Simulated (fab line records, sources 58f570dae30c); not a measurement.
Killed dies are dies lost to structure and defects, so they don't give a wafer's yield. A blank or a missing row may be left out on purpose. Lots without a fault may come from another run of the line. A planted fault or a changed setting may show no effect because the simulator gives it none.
Which tool did it? | flow berkeley_cmos170 | 14 lots, 42 wafers sampled, at 3 steps of a route of 331

WHAT THE GAUGES READ, wafer by wafer
UCB170_V2_THK_MEAS_04. Usual: V2_POLISHED_THK 1018.0 nm, standard deviation 1.5.
lot  | measured     | on            | V2_POLISHED_THK (nm) | flag
L319 | day 7 22:14  | film_metro-02 | 1019.7 1015.9 1016.9 |
L320 | day 7 23:08  | film_metro-02 | 1018.8 1018.2 1019.5 |
L321 | day 8 02:37  | film_metro-01 | 1017.0 1018.1 1019.1 |
L322 | day 8 09:19  | film_metro-01 | 1016.7 1016.1 1016.6 |
L323 | day 8 09:36  | film_metro-01 | 1019.8 1016.6 1019.3 |
L325 | day 9 02:29  | film_metro-03 | 1016.9 1017.7 1018.6 |
L326 | day 9 02:58  | film_metro-01 | 1014.7 1015.6 1015.8 |
L327 | day 9 06:37  | film_metro-01 | 1015.8 1014.1 1019.1 |
L328 | day 9 06:17  | film_metro-03 | 1017.1 1018.9 1020.6 |
L331 | day 9 15:50  | film_metro-02 | 1016.7 1018.1 1018.7 |
L329 | day 9 17:58  | film_metro-03 | 1017.6 1018.9 1019.4 |
L334 | day 10 22:43 | film_metro-02 | 1017.8 1015.7 1019.6 |
L336 | day 10 23:33 | film_metro-01 | 1018.9 1019.8 1017.6 |
L335 | day 11 00:08 | film_metro-02 | 1018.2 1015.3 1016.5 |

UCB170_V2_CD_MEAS_12: target cd 700 nm. Usual: cd_nm 699.8 nm, standard deviation 1.5.
lot  | measured     | on        | cd_nm (nm)        | flag
L319 | day 7 23:20  | cd_sem-02 | 701.0 701.6 700.5 |
L320 | day 8 00:46  | cd_sem-01 | 698.7 697.5 698.2 |
L321 | day 8 03:47  | cd_sem-01 | 698.3 697.9 697.5 |
L322 | day 8 10:24  | cd_sem-02 | 700.2 699.4 698.8 |
L323 | day 8 15:38  | cd_sem-02 | 700.8 699.7 698.8 |
L325 | day 9 03:43  | cd_sem-01 | 699.6 699.6 698.1 |
L326 | day 9 04:10  | cd_sem-02 | 702.2 701.9 702.5 |
L327 | day 9 08:22  | cd_sem-01 | 698.0 698.6 698.7 |
L328 | day 9 08:09  | cd_sem-02 | 699.5 699.3 700.0 |
L331 | day 9 17:19  | cd_sem-01 | 702.2 702.6 702.2 |
L329 | day 9 19:08  | cd_sem-02 | 700.0 698.7 699.5 |
L334 | day 11 02:54 | cd_sem-01 | 701.0 700.5 700.4 |
L336 | day 11 02:38 | cd_sem-02 | 699.7 698.5 698.1 |
L335 | day 11 03:13 | cd_sem-01 | 700.4 699.3 699.7 |

WHICH TOOL RAN EACH LOT (tool, then ch and the chambers of the sampled wafers, then the start)
lot  | UCB170_V1_CVD_00
L319 | pecvd-03 ch 0,1, day 7 14:28
L320 | pecvd-01 ch 0,1, day 7 14:28
L321 | pecvd-04 ch 0,1,2, day 7 19:50
L322 | pecvd-01 ch 0,1, day 8 01:22
L323 | pecvd-03 ch 0,1,2, day 8 01:22
L325 | pecvd-01 ch 1,2, day 8 20:16
L326 | pecvd-04 ch 0,1, day 8 20:16
L327 | pecvd-01 ch 0,1,2, day 9 00:06
L328 | pecvd-03 ch 0,1,2, day 9 00:06
L331 | pecvd-03 ch 0,1, day 9 08:58
L329 | pecvd-01 ch 0,1,2, day 9 11:34
L334 | pecvd-03 ch 0,1,2, day 10 16:19
L336 | pecvd-01 ch 0,1, day 10 16:19
L335 | pecvd-03 ch 0,1,2, day 10 16:29
- UCB170_V1_CVD_00: deposits SiO2 from TEOS/O2, target thk 2000 nm, time 250 s.

WHAT THE TOOLS THEMSELVES READ (means of the sampled wafers that have a number; where no wafer has one, the mark that the record gives instead)
UCB170_V1_CVD_00. Usual: heater_power_w 263 W, standard deviation 57.
lot  | tool     | heater_power_w (W) | flag
L319 | pecvd-03 | 229                |
L320 | pecvd-01 | 303                |
L321 | pecvd-04 | 276                |
L322 | pecvd-01 | 293                |
L323 | pecvd-03 | 269                |
L325 | pecvd-01 | 277                |
L326 | pecvd-04 | 278                |
L327 | pecvd-01 | 297                |
L328 | pecvd-03 | 255                |
L331 | pecvd-03 | 207                |
L329 | pecvd-01 | 252                |
L334 | pecvd-03 | 231                |
L336 | pecvd-01 | 288                |
L335 | pecvd-03 | 245                |

THE ANSWER, worked out from the rows above alone
Rule: a lot is off if the mean of its wafers that have a number lies more than 3 standard deviations from the usual mean. A lot without any number at a reading at which 4 lots or more have one is off too. The other lots that the step has rows for count as sound. The gauges are gone through in route order, then the tools' own readings, and for those a lot's mean is taken as printed above. The first step at which some lot is off is used, and at that step the reading that is off furthest; a lot without a number counts as furthest.
No lot is off at any reading shown: from this, nothing can be told.

WHAT THE SIMULATOR HAD PUT IN
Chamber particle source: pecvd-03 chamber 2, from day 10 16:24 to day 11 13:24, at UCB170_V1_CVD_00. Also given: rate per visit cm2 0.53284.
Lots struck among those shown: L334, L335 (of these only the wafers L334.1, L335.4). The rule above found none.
